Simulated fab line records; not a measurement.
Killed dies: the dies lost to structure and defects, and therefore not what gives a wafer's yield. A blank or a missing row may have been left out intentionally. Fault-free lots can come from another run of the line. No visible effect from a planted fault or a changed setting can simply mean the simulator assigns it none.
fab line records / flow rit-cmos
[record] lots = 15 wafers = 45 last-day = 8
route steps=202 shown PSD@145
lots that met no fault: from a run of the same line without faults
start-h: hours from the record's first day to the start of the lot's first wafer shown / wait-h: time in hours since the lot's previous step / " as in the row above / L1.1+2: a single row standing in for several wafers / - no value present, or no start provided / * or withheld: withheld / < > ~ a bound
route shown NAME@n: NAME is a module with steps in the file, n the number in the route of the first one / usual: mean and standard deviation over wafers with no fault / same: alike in all rows / chamber/n: place in a boat / sites: each site's reading / _std_site: standard deviation across them / _edge_site: mean of outer sites minus mean of inner sites / radius-mm: for every site, how far away it sits from the centre of the wafer / mask NAME#n: copy n / behind: the tool/chamber that last shaped the wafer / hold: what put the lot on hold/how long, in hours/how the hold closed / device: which transistor (n, p or np) failed to switch / end of line: tests of these same wafers at the route's end / a step without rows: its recipe alone / killed: count of dies lost to structure and defects at first sort (not the wafer's yield) / map: dies across one wafer; x = killed, . = not, _ = none there
set.NAME: the run value of the setting; set.NAME@STEP: its run value at that earlier step / model.NAME: the simulator's own value behind a step, which no gauge read
the route's steps for a sample of lots (tables are steps, rows are wafers)
services: when a tool's chamber went out of use (start-h, in hours from the record's first day, below 0 if earlier), for how many hours, and the reason
[[steps]]
[step RIT_PSD_EXPOSE_03]
[recipe] mask-id = M10 na = 0.57 target-cd-nm = 40900 dose-mj = 250
[usual] exposure-dose-mJ-cm2 = 250.03/0.25 focus-offset-nm = -0.1/0.64
lot.wafer=L949.2 tool=iline-stepper-02 chamber=0 start-h=83.88 wait-h=0.2 mask=M10#0 exposure-dose-mJ-cm2=250.15 focus-offset-nm=1.1
lot.wafer=L949.4 tool=iline-stepper-02 chamber=0 start-h=83.88 wait-h=0.2 mask=M10#0 exposure-dose-mJ-cm2=249.91 focus-offset-nm=0.3
lot.wafer=L949.5 tool=iline-stepper-02 chamber=0 start-h=83.88 wait-h=0.2 mask=M10#0 exposure-dose-mJ-cm2=249.93 focus-offset-nm=0.4
lot.wafer=L950.3 tool=iline-stepper-01 chamber=0 start-h=89.19 wait-h=0.2 mask=M10#0 exposure-dose-mJ-cm2=250.54 focus-offset-nm=-1.0
lot.wafer=L950.4 tool=iline-stepper-01 chamber=0 start-h=89.19 wait-h=0.2 mask=M10#0 exposure-dose-mJ-cm2=250.31 focus-offset-nm=0.7
lot.wafer=L950.6 tool=iline-stepper-01 chamber=0 start-h=89.19 wait-h=0.2 mask=M10#0 exposure-dose-mJ-cm2=250.22 focus-offset-nm=-0.1
lot.wafer=L951.2 tool=iline-stepper-02 chamber=0 start-h=92.03 wait-h=0.2 mask=M10#0 exposure-dose-mJ-cm2=250.11 focus-offset-nm=-0.2
lot.wafer=L951.5 tool=iline-stepper-02 chamber=0 start-h=92.03 wait-h=0.2 mask=M10#0 exposure-dose-mJ-cm2=250.02 focus-offset-nm=0.2
lot.wafer=L951.6 tool=iline-stepper-02 chamber=0 start-h=92.03 wait-h=0.2 mask=M10#0 exposure-dose-mJ-cm2=250.03 focus-offset-nm=-1.0
lot.wafer=L956.2 tool=iline-stepper-02 chamber=0 start-h=113.30 wait-h=0.2 mask=M10#0 exposure-dose-mJ-cm2=249.95 focus-offset-nm=0.5
lot.wafer=L956.5 tool=iline-stepper-02 chamber=0 start-h=113.30 wait-h=0.2 mask=M10#0 exposure-dose-mJ-cm2=249.96 focus-offset-nm=-0.4
lot.wafer=L956.6 tool=iline-stepper-02 chamber=0 start-h=113.30 wait-h=0.2 mask=M10#0 exposure-dose-mJ-cm2=249.84 focus-offset-nm=0.5
lot.wafer=L957.1 tool=iline-stepper-01 chamber=- start-h=118.95 wait-h=0.2 mask=M10#0 exposure-dose-mJ-cm2=- focus-offset-nm=-
lot.wafer=L957.3 tool=iline-stepper-01 chamber=- start-h=118.95 wait-h=0.2 mask=M10#0 exposure-dose-mJ-cm2=- focus-offset-nm=-
lot.wafer=L957.5 tool=iline-stepper-01 chamber=- start-h=118.95 wait-h=0.2 mask=M10#0 exposure-dose-mJ-cm2=- focus-offset-nm=-
lot.wafer=L958.2 tool=iline-stepper-02 chamber=- start-h=123.28 wait-h=0.2 mask=M10#0 exposure-dose-mJ-cm2=- focus-offset-nm=-
lot.wafer=L958.3 tool=iline-stepper-02 chamber=- start-h=123.28 wait-h=0.2 mask=M10#0 exposure-dose-mJ-cm2=- focus-offset-nm=-
lot.wafer=L958.5 tool=iline-stepper-02 chamber=- start-h=123.28 wait-h=0.2 mask=M10#0 exposure-dose-mJ-cm2=- focus-offset-nm=-
lot.wafer=L959.1 tool=iline-stepper-01 chamber=- start-h=124.70 wait-h=0.2 mask=M10#0 exposure-dose-mJ-cm2=- focus-offset-nm=-
lot.wafer=L959.3 tool=iline-stepper-01 chamber=- start-h=124.70 wait-h=0.2 mask=M10#0 exposure-dose-mJ-cm2=- focus-offset-nm=-
lot.wafer=L959.5 tool=iline-stepper-01 chamber=- start-h=124.70 wait-h=0.2 mask=M10#0 exposure-dose-mJ-cm2=- focus-offset-nm=-
lot.wafer=L961.4 tool=iline-stepper-01 chamber=0 start-h=133.38 wait-h=0.2 mask=M10#0 exposure-dose-mJ-cm2=249.78 focus-offset-nm=0.0
lot.wafer=L961.5 tool=iline-stepper-01 chamber=0 start-h=133.38 wait-h=0.2 mask=M10#0 exposure-dose-mJ-cm2=249.65 focus-offset-nm=-0.2
lot.wafer=L961.6 tool=iline-stepper-01 chamber=0 start-h=133.38 wait-h=0.2 mask=M10#0 exposure-dose-mJ-cm2=249.84 focus-offset-nm=0.1
lot.wafer=L962.2 tool=iline-stepper-01 chamber=0 start-h=136.34 wait-h=0.1 mask=M10#0 exposure-dose-mJ-cm2=250.26 focus-offset-nm=0.3
lot.wafer=L962.4 tool=iline-stepper-01 chamber=0 start-h=136.34 wait-h=0.1 mask=M10#0 exposure-dose-mJ-cm2=250.16 focus-offset-nm=0.0
lot.wafer=L962.6 tool=iline-stepper-01 chamber=0 start-h=136.34 wait-h=0.1 mask=M10#0 exposure-dose-mJ-cm2=249.98 focus-offset-nm=0.7
lot.wafer=L963.2 tool=iline-stepper-01 chamber=0 start-h=147.84 wait-h=0.1 mask=M10#0 exposure-dose-mJ-cm2=249.91 focus-offset-nm=-0.5
lot.wafer=L963.3 tool=iline-stepper-01 chamber=0 start-h=147.84 wait-h=0.1 mask=M10#0 exposure-dose-mJ-cm2=250.32 focus-offset-nm=-0.5
lot.wafer=L963.4 tool=iline-stepper-01 chamber=0 start-h=147.84 wait-h=0.1 mask=M10#0 exposure-dose-mJ-cm2=250.13 focus-offset-nm=-0.6
lot.wafer=L964.1 tool=iline-stepper-01 chamber=0 start-h=149.19 wait-h=0.1 mask=M10#0 exposure-dose-mJ-cm2=249.94 focus-offset-nm=-0.1
lot.wafer=L964.3 tool=iline-stepper-01 chamber=0 start-h=149.19 wait-h=0.1 mask=M10#0 exposure-dose-mJ-cm2=249.79 focus-offset-nm=0.1
lot.wafer=L964.6 tool=iline-stepper-01 chamber=0 start-h=149.19 wait-h=0.1 mask=M10#0 exposure-dose-mJ-cm2=249.87 focus-offset-nm=-0.2
lot.wafer=L965.4 tool=iline-stepper-01 chamber=0 start-h=151.21 wait-h=0.1 mask=M10#0 exposure-dose-mJ-cm2=250.24 focus-offset-nm=0.2
lot.wafer=L965.5 tool=iline-stepper-01 chamber=0 start-h=151.21 wait-h=0.1 mask=M10#0 exposure-dose-mJ-cm2=250.29 focus-offset-nm=0.1
lot.wafer=L965.6 tool=iline-stepper-01 chamber=0 start-h=151.21 wait-h=0.1 mask=M10#0 exposure-dose-mJ-cm2=250.37 focus-offset-nm=0.4
lot.wafer=L966.2 tool=iline-stepper-01 chamber=0 start-h=155.83 wait-h=0.1 mask=M10#0 exposure-dose-mJ-cm2=250.21 focus-offset-nm=0.2
lot.wafer=L966.4 tool=iline-stepper-01 chamber=0 start-h=155.83 wait-h=0.1 mask=M10#0 exposure-dose-mJ-cm2=250.28 focus-offset-nm=-0.6
lot.wafer=L966.5 tool=iline-stepper-01 chamber=0 start-h=155.83 wait-h=0.1 mask=M10#0 exposure-dose-mJ-cm2=250.09 focus-offset-nm=-0.7
lot.wafer=L967.1 tool=iline-stepper-01 chamber=0 start-h=164.89 wait-h=0.1 mask=M10#0 exposure-dose-mJ-cm2=249.92 focus-offset-nm=1.0
lot.wafer=L967.3 tool=iline-stepper-01 chamber=0 start-h=164.89 wait-h=0.1 mask=M10#0 exposure-dose-mJ-cm2=250.18 focus-offset-nm=1.1
lot.wafer=L967.4 tool=iline-stepper-01 chamber=0 start-h=164.89 wait-h=0.1 mask=M10#0 exposure-dose-mJ-cm2=249.97 focus-offset-nm=1.6
lot.wafer=L968.2 tool=iline-stepper-01 chamber=0 start-h=170.66 wait-h=0.1 mask=M10#0 exposure-dose-mJ-cm2=250.37 focus-offset-nm=-0.3
lot.wafer=L968.3 tool=iline-stepper-01 chamber=0 start-h=170.66 wait-h=0.1 mask=M10#0 exposure-dose-mJ-cm2=250.58 focus-offset-nm=-0.9
lot.wafer=L968.6 tool=iline-stepper-01 chamber=0 start-h=170.66 wait-h=0.1 mask=M10#0 exposure-dose-mJ-cm2=250.11 focus-offset-nm=0.4
[[services]]
tool=iline-stepper-01 chamber=- start-h=75.03 hours=0.8 kind=repair
tool=iline-stepper-02 chamber=- start-h=137.05 hours=6.8 kind=repair
tool=iline-stepper-01 chamber=- start-h=143.87 hours=1.7 kind=pm
tool=iline-stepper-01 chamber=0 start-h=163.95 hours=- kind=calibration
[[key]]
[first-sign] step = RIT_PSD_EXPOSE_03 reading = tool-record direction = missing
effect none on later readings
met-at RIT_PSD_EXPOSE_03
struck-lots L957,L958,L959
sort-left-out L957.1,L957.3,L957.5,L958.2,L958.3,L958.5,L959.1,L959.3,L959.5
tester-left-out L957,L958,L959
onset-between 113.30 118.95
[fault] kind = skipped-step-whole tool = iline-stepper-01,iline-stepper-02 chamber = - onset-h = 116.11 steps = RIT_PSD_EXPOSE_03 scope = struck-lots-only
// tester-left-out: of these lots the tester's yield and bins aren't shown, on N5 and GAA mostly nor the transistor test; their killed dies are dies lost to structure and defects alone, not to doping, threshold or leakage, so they don't give the yield
// sort-left-out: the simulated sort isn't trusted on such a fault, so these wafers' sort isn't shown, and their yield isn't known
